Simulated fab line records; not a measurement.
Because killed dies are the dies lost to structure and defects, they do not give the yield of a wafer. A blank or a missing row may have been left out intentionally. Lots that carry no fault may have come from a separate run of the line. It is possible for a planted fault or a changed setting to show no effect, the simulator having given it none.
Tool commonality check ; flow berkeley_cmos170 ; 45 wafers sampled across 15 lots

## WHY IT WAS OPENED
Of 15 lots, 3 have the reading CONTACT_PSG_THK flagged at UCB170_CONTACT_THK_MEAS_02. Fault-free wafers read 702 nm, with a standard deviation of 7.8.
Rule: a lot gets a flag if all its wafers with a number sit over 4 standard deviations from that mean, or if no wafer of it has a number. The rest of the lots are taken to be sound.

lot;measured;on;CONTACT_PSG_THK (nm), wafer by wafer;flag
L579;day 7 01:50;film_metro-02;696 700 696;
L581;day 7 10:37;film_metro-04;699 705 703;
L580;day 7 11:19;film_metro-04;692 700 701;
L582;day 8 02:48;film_metro-02;701 701 697;
L583;day 8 02:49;film_metro-01;704 702 708;
L586;day 9 01:17;film_metro-02;690 697 693;
L585;day 9 02:02;film_metro-02;721 716 713;
L591;day 9 23:24;film_metro-04;693 688 691;
L594;day 10 09:36;film_metro-01;552 548 540;FLAGGED
L595;day 10 13:36;film_metro-02;547 550 549;FLAGGED
L592;day 10 15:23;film_metro-01;534 537 534;FLAGGED
L596;day 11 02:21;film_metro-01;705 702 705;
L597;day 11 11:20;film_metro-04;712 712 712;
L599;day 11 21:24;film_metro-01;708 704 711;
L601;day 12 06:31;film_metro-01;699 697 693;
On average the flagged lots' numbers are 543 nm, which is -159 nm against the usual, or -20 standard deviations.

## WHICH TOOL EACH LOT WENT THROUGH
3 process steps preceding the reading are held in the record, out of 331 steps in the route. Cell contents, in order: the tool; ch with the chambers the sampled wafers went through; the start.
lot;flag;UCB170_SDANNEAL_RTA_00;UCB170_SILICIDE_RTA_04;UCB170_CONTACT_CVD_01
L579;;rtp_anneal-01 ch 0, day 6 22:42;rtp_anneal-01 ch 0, day 6 23:35;lpcvd-01 ch 1, day 7 00:02
L581;;rtp_anneal-01 ch 0, day 7 07:40;rtp_anneal-01 ch 0, day 7 08:33;lpcvd-01 ch 0, day 7 08:50
L580;;rtp_anneal-02 ch 0, day 7 08:17;rtp_anneal-02 ch 0, day 7 09:17;lpcvd-02 ch 0, day 7 09:31
L582;;rtp_anneal-01 ch 0, day 7 22:05;rtp_anneal-01 ch 0, day 7 22:58;lpcvd-01 ch 0, day 8 01:01
L583;;rtp_anneal-02 ch 0, day 7 22:05;rtp_anneal-02 ch 0, day 7 22:58;lpcvd-01 ch 0, day 8 01:01
L586;;rtp_anneal-02 ch 0, day 8 22:20;rtp_anneal-02 ch 0, day 8 23:13;lpcvd-01 ch 0, day 8 23:31
L585;;rtp_anneal-01 ch 0, day 8 22:46;rtp_anneal-01 ch 0, day 8 23:39;lpcvd-02 ch 0, day 9 00:15
L591;;rtp_anneal-02 ch 0, day 9 20:21;rtp_anneal-01 ch 0, day 9 21:14;lpcvd-01 ch 1, day 9 21:36
L594;FLAGGED;rtp_anneal-01 ch 0, day 10 06:28;rtp_anneal-01 ch 0, day 10 07:22;lpcvd-02 ch 0, day 10 07:47
L595;FLAGGED;rtp_anneal-01 ch 0, day 10 10:28;rtp_anneal-01 ch 0, day 10 11:23;lpcvd-02 ch 0, day 10 11:49
L592;FLAGGED;rtp_anneal-01 ch 0, day 10 10:50;rtp_anneal-02 ch 0, day 10 11:43;lpcvd-02 ch 0, day 10 13:36
L596;;rtp_anneal-01 ch 0, day 10 22:47;rtp_anneal-02 ch 0, day 10 23:40;lpcvd-01 ch 1, day 11 00:34
L597;;rtp_anneal-02 ch 0, day 11 08:25;rtp_anneal-02 ch 0, day 11 09:17;lpcvd-02 ch 1, day 11 09:34
L599;;rtp_anneal-01 ch 0, day 11 18:28;rtp_anneal-02 ch 0, day 11 19:20;lpcvd-02 ch 1, day 11 19:36
L601;;rtp_anneal-02 ch 0, day 12 03:34;rtp_anneal-01 ch 0, day 12 04:28;lpcvd-01 ch 0, day 12 04:44
What the steps here do:
- UCB170_SDANNEAL_RTA_00: time 10 s.
- UCB170_SILICIDE_RTA_04: time 15 s.
- UCB170_CONTACT_CVD_01: deposits PSG from SiH4/O2/PH3, target thk 700 nm, time 2820 s.
- UCB170_CONTACT_THK_MEAS_02

## FLAGGED OVER TOTAL, TOOL BY TOOL (the gauges that took the reading come last)
step;tool;lots run;flagged;share of the flagged lots;sound lots run after its first flagged lot
UCB170_SDANNEAL_RTA_00;rtp_anneal-01;9;3;all;2 (L596,L599)
UCB170_SDANNEAL_RTA_00;rtp_anneal-02;6;0;none;-
UCB170_SILICIDE_RTA_04;rtp_anneal-01;8;2;some;1 (L601)
UCB170_SILICIDE_RTA_04;rtp_anneal-02;7;1;some;3 (L596,L597,L599)
UCB170_CONTACT_CVD_01;lpcvd-01;8;0;none;-
UCB170_CONTACT_CVD_01;lpcvd-02;7;3;all;2 (L597,L599)
UCB170_CONTACT_THK_MEAS_02;film_metro-01;6;2;some;3 (L596,L599,L601)
UCB170_CONTACT_THK_MEAS_02;film_metro-02;5;1;some;0
UCB170_CONTACT_THK_MEAS_02;film_metro-04;4;0;none;-

## THE TABLE: WHAT IT ALLOWS
In 2 table rows, all flagged lots were run: rtp_anneal-01 (UCB170_SDANNEAL_RTA_00), lpcvd-02 (UCB170_CONTACT_CVD_01).
- rtp_anneal-01 at UCB170_SDANNEAL_RTA_00 ran 9 lots, 3 of them flagged. After the first flagged lot (L596, L599), sound lots still ran on it; a lasting fault on the whole tool would not permit that.
- lpcvd-02 at UCB170_CONTACT_CVD_01 ran 7 lots, 3 of them flagged. After the first flagged lot (L597, L599), sound lots still ran on it; a lasting fault on the whole tool would not permit that.
No row of the table ran every flagged lot and no sound lot after the first.

## WHAT HAD BEEN PUT IN BY THE SIMULATOR
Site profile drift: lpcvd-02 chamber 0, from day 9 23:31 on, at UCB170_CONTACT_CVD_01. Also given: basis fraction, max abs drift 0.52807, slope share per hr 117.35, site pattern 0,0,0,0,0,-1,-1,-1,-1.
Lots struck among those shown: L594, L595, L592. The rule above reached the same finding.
